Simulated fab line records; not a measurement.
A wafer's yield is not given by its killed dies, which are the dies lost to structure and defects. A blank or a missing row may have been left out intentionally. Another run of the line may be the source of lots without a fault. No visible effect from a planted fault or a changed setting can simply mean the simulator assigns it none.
Lot-split experiment | flow rit cmos | 23 wafers read across 5 lots, on a route 202 steps long

## THE SPLIT
At RIT_ACTIVE_ETCH_13 (etches Si3N4 in SF6, stops on SiO2, time 210 s, target depth 210 nm), the setting rf w was moved away from the recipe's 125 W on 6 of the 23 wafers read, by -11.8% to +11.8%. The other wafers ran this setting at the recipe's value.

The reading comes from the split's own step.

## THE READING
NOVOLAK_of_ACTIVE_COAT_06.thk nm (the simulator's own value, which no gauge read), in nm, at RIT_ACTIVE_ETCH_13 (etches Si3N4 in SF6, stops on SiO2, time 210 s, target depth 210 nm). No usual value for it is given in the file. Across the 17 wafers here that went through the recipe, the average is 658.7 nm and the standard deviation 5.4 nm.

wafer  | tool, chamber at the split | rf w as run, W | against the recipe | NOVOLAK_of_ACTIVE_COAT_06.thk nm, nm | against lot-mates on the recipe
L076.2 | rie diel-01, 2             | 125            | recipe             | 665.2                                | -
L076.3 | rie diel-01, 0             | 125            | recipe             | 653.7                                | -
L076.4 | rie diel-01, 3             | 125            | recipe             | 651.2                                | -
L077.1 | rie diel-04, 1             | 125            | recipe             | 656                                  | -
L077.2 | rie diel-04, 2             | 125            | recipe             | 661.7                                | -
L077.3 | rie diel-04, 3             | 125            | recipe             | 662.6                                | -
L077.4 | rie diel-04, 0             | 125            | recipe             | 663.7                                | -
L077.6 | rie diel-04, 2             | 125            | recipe             | 660.9                                | -
L080.2 | rie diel-04, 1             | 125            | recipe             | 652.6                                | -
L080.3 | rie diel-04, 2             | 125            | recipe             | 660.6                                | -
L080.4 | rie diel-04, 0             | 113.2          | -9.4%              | 682.1                                | +24.2
L080.5 | rie diel-04, 3             | 113.2          | -9.4%              | 686.6                                | +28.7
L080.6 | rie diel-04, 0             | 125            | recipe             | 660.4                                | -
L082.1 | rie diel-01, 3             | 139.7          | +11.8%             | 624.6                                | -31.1
L082.2 | rie diel-01, 2             | 125            | recipe             | 664.1                                | -
L082.3 | rie diel-01, 1             | 125            | recipe             | 654                                  | -
L082.4 | rie diel-01, 0             | 139.7          | +11.8%             | 626.2                                | -29.5
L082.5 | rie diel-01, 3             | 125            | recipe             | 649                                  | -
L085.1 | rie diel-01, 0             | 110.2          | -11.8%             | 685.6                                | +25.1
L085.2 | rie diel-01, 1             | 110.2          | -11.8%             | 684.3                                | +23.8
L085.3 | rie diel-01, 2             | 125            | recipe             | 668.5                                | -
L085.4 | rie diel-01, 3             | 125            | recipe             | 654.3                                | -
L085.6 | rie diel-01, 0             | 125            | recipe             | 658.7                                | -

THE FIT
A straight line over all 23 wafers: NOVOLAK_of_ACTIVE_COAT_06.thk nm changes by -2.58 nm for each +1% of rf w; r = -0.95; the points scatter about the line by 5.1 nm.
The same after taking each lot's own level away (the mean of its wafers on the recipe; 23 wafers): -2.44 nm for each +1%; r = -0.95; scatter 4.8 nm.
According to that fit, moving rf w by its largest amount changes the reading by 29 nm.
The span of the lots' own levels, 655.70 to 660.98 nm, comes to 1.0 times the standard deviation stated above.
So the lot-to-lot level changes the slope little: the two slopes agree.
Check: with one of the wafers moved furthest among these (-11.8%) left out of the fit, the line predicts +29.7 nm for it against its lot-mates. It came out at +25.1 nm against them.

## FILE'S OWN FIT
NOVOLAK_of_ACTIVE_COAT_06.thk nm changes by -2.44 nm for each +1% of rf w, r = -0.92.
